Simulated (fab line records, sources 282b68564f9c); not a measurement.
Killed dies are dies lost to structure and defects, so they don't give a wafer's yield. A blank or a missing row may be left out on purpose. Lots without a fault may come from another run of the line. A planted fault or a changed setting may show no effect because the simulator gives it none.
Which tool did it? | flow rit_cmos | 13 lots, 39 wafers sampled, at 2 steps of a route of 202

WHAT THE GAUGES READ, wafer by wafer
The record holds no reading of a measuring or inspecting step that can be judged against a usual standard deviation.

WHICH TOOL RAN EACH LOT (tool, then ch and the chambers of the sampled wafers, then the start)
lot  | RIT_PSD_STRIP_09                    | RIT_M1_PROBE_99
L192 | plasma_asher-01 ch 0,1, day 3 05:42 | -
L193 | plasma_asher-04 ch 0,1, day 3 08:13 | -
L194 | plasma_asher-01 ch 0,1, day 3 14:06 | -
L195 | plasma_asher-04 ch 0,1, day 3 17:27 | -
L196 | plasma_asher-02 ch 0,1, day 3 23:26 | -
L197 | plasma_asher-01 ch 0,1, day 4 06:04 | -
L201 | plasma_asher-01 ch 0,1, day 5 02:47 | -
L202 | plasma_asher-04 ch 0,1, day 5 10:51 | prober-01, day 5 19:00
L204 | plasma_asher-04 ch 0,1, day 5 18:02 | prober-01, day 6 02:44
L205 | plasma_asher-04 ch 0,1, day 5 23:28 | prober-02, day 6 07:41
L210 | plasma_asher-01 ch 0,1, day 7 00:10 | -
L214 | plasma_asher-02 ch 0,1, day 7 17:42 | -
L215 | plasma_asher-01 ch 0,1, day 7 23:04 | -
- RIT_PSD_STRIP_09: strips in O2, time 180 s.
- RIT_M1_PROBE_99

WHAT THE TOOLS THEMSELVES READ (means of the sampled wafers that have a number; where no wafer has one, the mark that the record gives instead)
RIT_PSD_STRIP_09. Usual: drypump_motor_current_A 5.6 A, standard deviation 0.31.
lot  | tool            | drypump_motor_current_A (A) | flag
L192 | plasma_asher-01 | 5.4                         |
L193 | plasma_asher-04 | 5.5                         |
L194 | plasma_asher-01 | 5.4                         |
L195 | plasma_asher-04 | 5.6                         |
L196 | plasma_asher-02 | 6.1                         |
L197 | plasma_asher-01 | 5.5                         |
L201 | plasma_asher-01 | 5.4                         |
L202 | plasma_asher-04 | 5.6                         |
L204 | plasma_asher-04 | 5.4                         |
L205 | plasma_asher-04 | 5.6                         |
L210 | plasma_asher-01 | 5.4                         |
L214 | plasma_asher-02 | 6.1                         |
L215 | plasma_asher-01 | 5.4                         |

RIT_M1_PROBE_99. Usual: killed_at_M0_to_M3 0.0, standard deviation 0.14; killed_at_contacts 0.1, standard deviation 0.34; killed_at_front_end 6.6, standard deviation 2.7; killed_dies 6.7, standard deviation 2.7; killed_open 3.5, standard deviation 1.9; killed_short 3.1, standard deviation 1.8.
lot  | tool      | killed_at_M0_to_M3 | killed_at_contacts | killed_at_front_end | killed_dies | killed_open | killed_short | flag
L202 | prober-01 | 0.0                | 0.0                | 29.0                | 29.0        | 3.3         | 2.0          | OFF
L204 | prober-01 | 0.0                | 0.3                | 19.0                | 19.3        | 3.3         | 4.7          | OFF
L205 | prober-02 | 0.0                | 0.3                | 25.3                | 25.7        | 2.3         | 2.0          | OFF

THE ANSWER, worked out from the rows above alone
Rule: a lot is off if the mean of its wafers that have a number lies more than 3 standard deviations from the usual mean. A lot without any number at a reading at which 4 lots or more have one is off too. The other lots that the step has rows for count as sound. The gauges are gone through in route order, then the tools' own readings, and for those a lot's mean is taken as printed above. The first step at which some lot is off is used, and at that step the reading that is off furthest; a lot without a number counts as furthest.
Off: L202, L204, L205, at RIT_M1_PROBE_99 (killed_at_front_end). Neither off nor sound, because the step has no rows for them: L192, L193, L194, L195, L196, L197, L201, L210, L214, L215.
A tool fits if, at that step or a process step before it, it ran every lot that is off, and no sound lot after the first of them. One fits: plasma_asher-04 at RIT_PSD_STRIP_09. It ran no sound lot before its first lot that is off in this sample, so the start can't be narrowed down.

WHAT THE SIMULATOR HAD PUT IN
Chamber particle source: plasma_asher-04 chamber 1, from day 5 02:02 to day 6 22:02, at RIT_PSD_STRIP_09. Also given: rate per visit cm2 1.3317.
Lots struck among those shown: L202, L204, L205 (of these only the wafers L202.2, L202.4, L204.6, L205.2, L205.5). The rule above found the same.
